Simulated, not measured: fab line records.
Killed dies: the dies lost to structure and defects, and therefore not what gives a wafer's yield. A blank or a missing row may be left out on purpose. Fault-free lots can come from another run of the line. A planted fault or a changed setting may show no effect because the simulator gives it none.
fab line records	flow rit-cmos
record lots=14	wafers=42	last-day=6
route steps=202 shown FOX1@21 NWELL@34 PRETRO@67 GATE@97 M1@202
lots with no fault: from the same line, run without faults
start-h: the number of hours between the record's first day and the start of the first shown wafer of the lot	wait-h: how many hours have passed since the lot's step before this one	" identical to the entry in the row above	L1.1+2: one row covering several wafers at once	- no value present, or no start provided	* or withheld: withheld	< > ~ a bound
route shown NAME@n: NAME is a module with steps in the file, n the number in the route of the first one	usual: mean/standard deviation taken from wafers without a fault	same: alike in all rows	chamber/n: place in a boat	sites: the reading at each site	_std_site: standard deviation of those values	_edge_site: outer sites' mean less inner sites'	radius-mm: how far each site lies from the wafer's centre	mask NAME#n: copy n	behind: the last tool/chamber to shape the wafer	hold: cause of the lot's hold/its duration in hours/its outcome	device: whichever transistor did not switch (one of n, p or np)	end of line: the route-end tests of the same wafers	where a step has no rows: the recipe by itself	killed: dies that structure and defects cost at the first sort, which is not the same as the wafer's yield	map: the dies of a wafer, with x for killed, . for not killed, _ for no die there
set.NAME: setting as actually run; set.NAME@STEP: the setting as run at that earlier step	model.NAME: the simulator's own value behind a step, which no gauge read
steps of the route over a sample of lots; a table a step, a row a wafer
services: from which hour (start-h, from the record's first day; less than 0 if before it) a tool's chamber was out of use, for how many hours, and why
## steps
# step RIT_FOX1_THK_MEAS_01
# recipe reads=SiO2_of_FOX1_OXIDATION_00
# usual FOX1_OXIDE_THK=351/7.2
lot.wafer	tool	chamber	start-h	wait-h	FOX1_OXIDE_THK[nm]
L805.1	film-metro-01	-	19.51	0.0	342
L805.3	"	-	"	"	345
L805.4	"	-	"	"	352
L806.2	film-metro-02	-	23.90	0.0	357
L806.3	"	-	"	"	352
L806.4	"	-	"	"	343
L807.1	film-metro-01	-	28.51	0.0	352
L807.2	"	-	"	"	356
L807.5	"	-	"	"	352
L808.2	film-metro-03	-	33.61	0.0	343
L808.3	"	-	"	"	344
L808.5	"	-	"	"	334
L809.1	film-metro-03	-	39.22	0.0	356
L809.2	"	-	"	"	357
L809.4	"	-	"	"	356
L810.1	film-metro-02	-	43.48	0.0	361
L810.4	"	-	"	"	365
L810.6	"	-	"	"	361
L811.1	film-metro-01	-	48.42	0.0	364
L811.3	"	-	"	"	359
L811.6	"	-	"	"	360
L814.1	film-metro-02	-	62.68	0.0	344
L814.5	"	-	"	"	343
L814.6	"	-	"	"	346
L815.1	film-metro-02	-	68.32	0.0	356
L815.4	"	-	"	"	351
L815.5	"	-	"	"	351
L817.1	film-metro-03	-	79.72	0.0	351
L817.2	"	-	"	"	351
L817.6	"	-	"	"	343
L818.2	film-metro-02	-	84.66	0.0	340
L818.4	"	-	"	"	344
L818.6	"	-	"	"	342
L820.2	film-metro-02	-	93.38	0.0	349
L820.4	"	-	"	"	346
L820.5	"	-	"	"	353
L821.1	film-metro-01	-	97.43	0.0	354
L821.5	"	-	"	"	361
L821.6	"	-	"	"	362
L823.2	film-metro-03	-	109.13	0.0	361
L823.4	"	-	"	"	353
L823.6	"	-	"	"	358
# step RIT_NWELL_OVL_MEAS_06
# usual NWELL_OVL=0.6/1.4
lot.wafer	tool	chamber	start-h	wait-h	NWELL_OVL[nm]
L805.1	overlay-01	-	23.41	-	-1.9
L805.3	"	-	"	"	-1.8
L805.4	"	-	"	"	-1.3
L806.2	overlay-01	-	27.33	-	1.1
L806.3	"	-	"	"	-0.1
L806.4	"	-	"	"	0.2
L807.1	overlay-01	-	31.90	-	0.8
L807.2	"	-	"	"	1.2
L807.5	"	-	"	"	3.6
L808.2	overlay-01	-	37.19	-	1.9
L808.3	"	-	"	"	-0.3
L808.5	"	-	"	"	2.8
L809.1	overlay-01	-	42.65	-	1.0
L809.2	"	-	"	"	0.4
L809.4	"	-	"	"	2.4
L810.1	overlay-02	-	47.64	-	0.2
L810.4	"	-	"	"	-0.6
L810.6	"	-	"	"	1.5
L811.1	overlay-01	-	51.92	-	-0.3
L811.3	"	-	"	"	0.0
L811.6	"	-	"	"	-0.9
L814.1	overlay-01	-	66.12	-	1.1
L814.5	"	-	"	"	3.2
L814.6	"	-	"	"	1.5
L815.1	overlay-02	-	71.81	-	0.5
L815.4	"	-	"	"	-1.2
L815.5	"	-	"	"	0.0
L817.1	overlay-01	-	83.29	-	4.5
L817.2	"	-	"	"	0.5
L817.6	"	-	"	"	3.0
L818.2	overlay-01	-	87.97	-	-0.2
L818.4	"	-	"	"	2.8
L818.6	"	-	"	"	1.4
L820.2	overlay-01	-	96.81	-	0.9
L820.4	"	-	"	"	0.5
L820.5	"	-	"	"	3.1
L821.1	overlay-01	-	101.27	-	-1.6
L821.5	"	-	"	"	1.8
L821.6	"	-	"	"	1.1
L823.2	overlay-01	-	112.63	-	1.8
L823.4	"	-	"	"	1.9
L823.6	"	-	"	"	0.5
# step RIT_PRETRO_EXPOSE_03
# recipe mask-id=M5	na=0.57	target-cd-nm=43700	dose-mj=250
# usual reticle-temp-C=23.03/0.1
lot.wafer	tool	chamber	start-h	wait-h	mask	reticle-temp-C
L805.1	iline-stepper-02	0	33.31	0.4	M5#0	23.24
L805.3	"	0	"	"	M5#0	23.10
L805.4	"	0	"	"	M5#0	23.03
L806.2	iline-stepper-02	0	37.35	0.1	M5#0	23.03
L806.3	"	0	"	"	M5#0	23.01
L806.4	"	0	"	"	M5#0	23.02
L807.1	iline-stepper-02	0	41.54	0.1	M5#0	23.17
L807.2	"	0	"	"	M5#0	22.83
L807.5	"	0	"	"	M5#0	22.81
L808.2	iline-stepper-02	0	47.02	0.1	M5#0	23.06
L808.3	"	0	"	"	M5#0	23.13
L808.5	"	0	"	"	M5#0	23.09
L809.1	iline-stepper-02	0	52.47	0.1	M5#0	23.05
L809.2	"	0	"	"	M5#0	22.99
L809.4	"	0	"	"	M5#0	23.05
L810.1	iline-stepper-02	0	57.41	0.1	M5#0	22.99
L810.4	"	0	"	"	M5#0	22.99
L810.6	"	0	"	"	M5#0	23.07
L811.1	iline-stepper-02	0	62.62	0.1	M5#0	23.12
L811.3	"	0	"	"	M5#0	23.27
L811.6	"	0	"	"	M5#0	23.15
L814.1	iline-stepper-02	0	76.71	0.2	M5#0	23.05
L814.5	"	0	"	"	M5#0	23.06
L814.6	"	0	"	"	M5#0	23.09
L815.1	iline-stepper-02	0	82.67	0.1	M5#0	23.01
L815.4	"	0	"	"	M5#0	22.85
L815.5	"	0	"	"	M5#0	22.90
L817.1	iline-stepper-01	0	93.27	0.2	M5#0	23.14
L817.2	"	0	"	"	M5#0	23.16
L817.6	"	0	"	"	M5#0	23.18
L818.2	iline-stepper-02	0	98.50	0.2	M5#0	22.94
L818.4	"	0	"	"	M5#0	23.10
L818.6	"	0	"	"	M5#0	23.00
L820.2	iline-stepper-01	0	106.49	0.2	M5#0	23.01
L820.4	"	0	"	"	M5#0	22.96
L820.5	"	0	"	"	M5#0	22.95
L821.1	iline-stepper-01	0	110.94	0.1	M5#0	22.94
L821.5	"	0	"	"	M5#0	22.95
L821.6	"	0	"	"	M5#0	22.96
L823.2	iline-stepper-02	0	122.65	0.2	M5#0	23.03
L823.4	"	0	"	"	M5#0	23.10
L823.6	"	0	"	"	M5#0	22.99
# step RIT_PRETRO_OVL_MEAS_06
# usual PRETRO_OVL=-0.2/1.4
lot.wafer	tool	chamber	start-h	wait-h	PRETRO_OVL[nm]
L805.1	overlay-01	-	33.74	-	-0.8
L805.3	"	-	"	"	-1.7
L805.4	"	-	"	"	-2.2
L806.2	overlay-02	-	37.77	-	-1.8
L806.3	"	-	"	"	-0.4
L806.4	"	-	"	"	0.2
L807.1	overlay-01	-	41.97	-	-4.0
L807.2	"	-	"	"	-1.5
L807.5	"	-	"	"	0.3
L808.2	overlay-01	-	47.43	-	-0.8
L808.3	"	-	"	"	-2.5
L808.5	"	-	"	"	-2.4
L809.1	overlay-02	-	52.89	-	-2.9
L809.2	"	-	"	"	-2.7
L809.4	"	-	"	"	-1.4
L810.1	overlay-02	-	57.84	-	1.2
L810.4	"	-	"	"	-0.7
L810.6	"	-	"	"	1.3
L811.1	overlay-01	-	63.06	-	-0.4
L811.3	"	-	"	"	-1.3
L811.6	"	-	"	"	-2.0
L814.1	overlay-01	-	77.14	-	0.0
L814.5	"	-	"	"	-1.3
L814.6	"	-	"	"	0.6
L815.1	overlay-02	-	83.10	-	1.5
L815.4	"	-	"	"	0.6
L815.5	"	-	"	"	0.5
L817.1	overlay-02	-	93.70	-	-151.9
L817.2	"	-	"	"	-150.2
L817.6	"	-	"	"	-149.3
L818.2	overlay-01	-	98.96	-	-2.4
L818.4	"	-	"	"	-2.6
L818.6	"	-	"	"	-2.6
L820.2	overlay-01	-	106.91	-	-149.7
L820.4	"	-	"	"	-150.7
L820.5	"	-	"	"	-149.3
L821.1	overlay-02	-	111.37	-	-145.9
L821.5	"	-	"	"	-149.1
L821.6	"	-	"	"	-149.4
L823.2	overlay-01	-	123.11	-	-1.6
L823.4	"	-	"	"	-2.1
L823.6	"	-	"	"	-0.8
# step RIT_GATE_CD_MEAS_90
# recipe target-cd-nm=150
# usual cd-nm=151.6/2.4
lot.wafer	tool	chamber	start-h	wait-h	cd-nm
L805.1	cd-sem-02	-	41.28	0.1	150.6
L805.3	"	-	"	"	149.2
L805.4	"	-	"	"	148.6
L806.2	cd-sem-01	-	43.56	0.1	149.9
L806.3	"	-	"	"	151.4
L806.4	"	-	"	"	150.8
L807.1	cd-sem-01	-	48.33	0.1	149.5
L807.2	"	-	"	"	148.3
L807.5	"	-	"	"	148.4
L808.2	cd-sem-01	-	53.36	0.1	147.9
L808.3	"	-	"	"	144.7
L808.5	"	-	"	"	146.8
L809.1	cd-sem-02	-	61.17	0.1	153.2
L809.2	"	-	"	"	151.0
L809.4	"	-	"	"	153.8
L810.1	cd-sem-02	-	63.74	0.1	155.5
L810.4	"	-	"	"	153.6
L810.6	"	-	"	"	153.7
L811.1	cd-sem-02	-	71.19	0.1	151.1
L811.3	"	-	"	"	151.3
L811.6	"	-	"	"	150.6
L814.1	cd-sem-02	-	85.84	0.1	150.3
L814.5	"	-	"	"	149.5
L814.6	"	-	"	"	150.9
L815.1	cd-sem-01	-	89.70	0.1	150.3
L815.4	"	-	"	"	149.6
L815.5	"	-	"	"	150.1
L817.1	cd-sem-01	-	104.10	0.1	153.1
L817.2	"	-	"	"	154.4
L817.6	"	-	"	"	153.0
L818.2	cd-sem-02	-	104.62	0.1	150.2
L818.4	"	-	"	"	149.8
L818.6	"	-	"	"	151.9
L820.2	cd-sem-02	-	114.13	0.1	153.9
L820.4	"	-	"	"	152.6
L820.5	"	-	"	"	152.2
L821.1	cd-sem-02	-	118.41	0.1	149.3
L821.5	"	-	"	"	149.8
L821.6	"	-	"	"	149.9
L823.2	cd-sem-02	-	132.22	0.1	155.4
L823.4	"	-	"	"	157.8
L823.6	"	-	"	"	156.2
# step RIT_M1_PROBE_99
# usual killed_at_M0_to_M3=0.0/0.12	killed-at-contacts=0.1/0.24	killed-at-front-end=6.7/2.9	killed-dies=6.8/2.9	killed-open=3.5/2	killed-short=3.2/1.9
# same gross-dies=264	killed_at_M4_up=0	killed-at-back-side=0	killed-at-other=0
lot.wafer	tool	chamber	start-h	wait-h	killed_at_M0_to_M3	killed-at-contacts	killed-at-front-end	killed-dies	killed-open	killed-short
L807.1	prober-01	-	68.66	0.1	0	0	7	7	3	3
L807.2	prober-01	-	68.71	0.1	0	0	3	3	1	2
L807.5	prober-01	-	68.86	0.2	0	1	8	9	4	5
L808.2	prober-02	-	73.16	0.1	0	0	11	11	5	6
L808.3	prober-02	-	73.21	0.2	0	0	3	3	2	1
L808.5	prober-02	-	73.31	0.2	0	0	11	11	8	3
L810.1	prober-02	-	83.79	0.1	0	0	6	6	3	3
L810.4	prober-02	-	83.94	0.2	0	0	10	10	7	3
L810.6	prober-02	-	84.04	0.2	0	0	11	11	8	3
L811.1	prober-01	-	90.81	0.1	0	0	9	9	5	4
L811.3	prober-01	-	90.91	0.2	0	0	3	3	3	0
L811.6	prober-01	-	91.06	0.2	0	0	7	7	5	2
L814.1	prober-02	-	107.10	0.1	0	0	10	10	2	8
L814.5	prober-02	-	107.30	0.2	0	0	11	11	9	2
L814.6	prober-02	-	107.35	0.2	0	0	11	11	5	6
L815.1	prober-01	-	109.12	0.1	0	0	10	10	6	4
L815.4	prober-01	-	109.27	0.2	0	0	11	11	4	7
L815.5	prober-01	-	109.32	0.2	0	0	6	6	2	4
L818.2	prober-02	-	125.82	0.1	0	0	10	10	3	7
L818.4	prober-02	-	125.92	0.2	0	0	2	2	0	2
L818.6	prober-02	-	126.02	0.2	0	0	6	6	3	3
L820.2	prober-02	-	134.05	0.1	0	0	2	2	0	2
L820.4	prober-02	-	134.15	0.2	0	0	8	8	4	4
L820.5	prober-02	-	134.20	0.2	0	1	3	4	2	2
L823.2	prober-01	-	153.41	0.1	0	0	4	4	2	2
L823.4	prober-01	-	153.51	0.2	0	0	12	12	8	4
L823.6	prober-01	-	153.61	0.2	0	0	6	6	3	3
# killed by level:class
L807.1 GATE:geometric-particle:open=2 GATE:geometric-particle:short=2 FOX2:geometric-particle:short=1 FOX2:geometric-particle:open=1 PWELL:coat-microbubble-printed=1
L807.2 GATE:geometric-particle:short=2 REOX:geometric-particle:open=1
L807.5 SPACER:geometric-particle:short=3 SPACER:geometric-particle:open=2 FOX1:geometric-particle:open=1 GATE:geometric-particle:short=1 REOX:geometric-particle:short=1 CONTACT:geometric-particle:open=1
L808.2 FOX1:geometric-particle:short=2 GATE:geometric-particle:short=2 SILICIDE:geometric-particle:open=2 FOX2:geometric-particle:open=1 FOX2:geometric-particle:short=1 GATE:geometric-particle:open=1 REOX:geometric-particle:short=1 REOX:geometric-particle:open=1
L808.3 FOX2:geometric-particle:open=1 GATE:geometric-particle:short=1 GATE:geometric-particle:open=1
L808.5 FOX1:geometric-particle:open=5 REOX:geometric-particle:open=2 FOX1:geometric-particle:short=1 GATE:geometric-particle:open=1 GATE:geometric-particle:short=1 REOX:geometric-particle:short=1
L810.1 FOX2:geometric-particle:open=2 GATE:geometric-particle:short=2 FOX1:geometric-particle:open=1 SILICIDE:geometric-particle:short=1
L810.4 GATE:geometric-particle:open=2 SPACER:geometric-particle:open=2 SILICIDE:geometric-particle:open=2 FOX1:geometric-particle:short=1 FOX2:geometric-particle:short=1 GATE:geometric-particle:short=1 REOX:geometric-particle:open=1
L810.6 GATE:geometric-particle:open=4 GATE:geometric-particle:short=3 SPACER:geometric-particle:open=2 REOX:geometric-particle:open=1 SILICIDE:geometric-particle:open=1
L811.1 GATE:geometric-particle:open=2 GATE:geometric-particle:short=2 SPACER:geometric-particle:open=2 REOX:geometric-particle:short=1 SPACER:geometric-particle:short=1 SILICIDE:geometric-particle:open=1
L811.3 GATE:geometric-particle:open=1 SPACER:geometric-particle:open=1 SILICIDE:geometric-particle:open=1
L811.6 GATE:geometric-particle:open=3 GATE:geometric-particle:short=2 SPACER:geometric-particle:open=2
L814.1 SPACER:geometric-particle:short=3 FOX1:geometric-particle:short=2 SILICIDE:geometric-particle:short=2 FOX1:geometric-particle:open=1 FOX2:geometric-particle:short=1 REOX:geometric-particle:open=1
L814.5 FOX1:geometric-particle:open=5 FOX2:geometric-particle:open=2 FOX1:geometric-particle:short=1 GATE:geometric-particle:open=1 GATE:geometric-particle:short=1 SILICIDE:geometric-particle:open=1
L814.6 FOX1:geometric-particle:short=2 GATE:geometric-particle:short=2 SILICIDE:geometric-particle:short=2 FOX1:geometric-particle:open=1 FOX2:geometric-particle:open=1 GATE:geometric-particle:open=1 SPACER:geometric-particle:open=1 SILICIDE:geometric-particle:open=1
L815.1 GATE:geometric-particle:open=3 GATE:geometric-particle:short=2 REOX:geometric-particle:open=2 FOX1:geometric-particle:short=1 FOX1:geometric-particle:open=1 SPACER:geometric-particle:short=1
L815.4 GATE:geometric-particle:short=4 SILICIDE:geometric-particle:short=2 FOX2:geometric-particle:open=1 GATE:geometric-particle:open=1 REOX:geometric-particle:short=1 SPACER:geometric-particle:open=1 SILICIDE:geometric-particle:open=1
L815.5 GATE:geometric-particle:short=2 FOX1:geometric-particle:open=1 GATE:geometric-particle:open=1 SPACER:geometric-particle:short=1 SILICIDE:geometric-particle:short=1
L818.2 GATE:geometric-particle:short=4 FOX2:geometric-particle:open=2 REOX:geometric-particle:short=2 FOX2:geometric-particle:short=1 REOX:geometric-particle:open=1
L818.4 GATE:geometric-particle:short=1 SPACER:geometric-particle:short=1
L818.6 GATE:geometric-particle:open=2 FOX1:geometric-particle:short=1 GATE:geometric-particle:short=1 REOX:geometric-particle:short=1 REOX:geometric-particle:open=1
L820.2 REOX:geometric-particle:short=1 SILICIDE:geometric-particle:short=1
L820.4 REOX:geometric-particle:short=2 FOX1:geometric-particle:open=1 FOX1:geometric-particle:short=1 GATE:geometric-particle:open=1 SPACER:geometric-particle:open=1 SILICIDE:geometric-particle:short=1 SILICIDE:geometric-particle:open=1
L820.5 GATE:geometric-particle:short=1 GATE:geometric-particle:open=1 SILICIDE:geometric-particle:short=1 CONTACT:geometric-particle:open=1
L823.2 GATE:geometric-particle:open=2 SILICIDE:geometric-particle:short=2
L823.4 GATE:geometric-particle:open=4 FOX2:geometric-particle:open=2 FOX1:geometric-particle:short=1 FOX2:geometric-particle:short=1 REOX:geometric-particle:short=1 REOX:geometric-particle:open=1 SPACER:geometric-particle:short=1 SILICIDE:geometric-particle:open=1
L823.6 SPACER:geometric-particle:open=2 FOX1:geometric-particle:short=1 GATE:geometric-particle:open=1 GATE:geometric-particle:short=1 SPACER:geometric-particle:short=1
## services
tool	chamber	start-h	hours	kind
iline-stepper-01	-	20.05	1.7	pm
iline-stepper-01	-	49.18	4.2	repair
iline-stepper-02	0	99.87	-	calibration
## key
first-sign step=RIT_PRETRO_OVL_MEAS_06	reading=PRETRO_OVL	direction=down	sigmas=99+	usual=-0.2	struck=-149.5
effect none on later readings
met-at RIT_PRETRO_EXPOSE_03
struck-lots L817,L820,L821
tester-left-out L817,L820,L821
not-acting-at RIT_FOX1_THK_MEAS_01,RIT_NWELL_OVL_MEAS_06,RIT_GATE_CD_MEAS_90
fault kind=scanner-matching-overlay	tool=iline-stepper-01	chamber=-	onset-h=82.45	steps=RIT_PRETRO_EXPOSE_03	offset=-150
# tester-left-out: of these lots the tester's yield and bins aren't shown, on N5 and GAA mostly nor the transistor test; their killed dies are dies lost to structure and defects alone, not to doping, threshold or leakage, so they don't give the yield
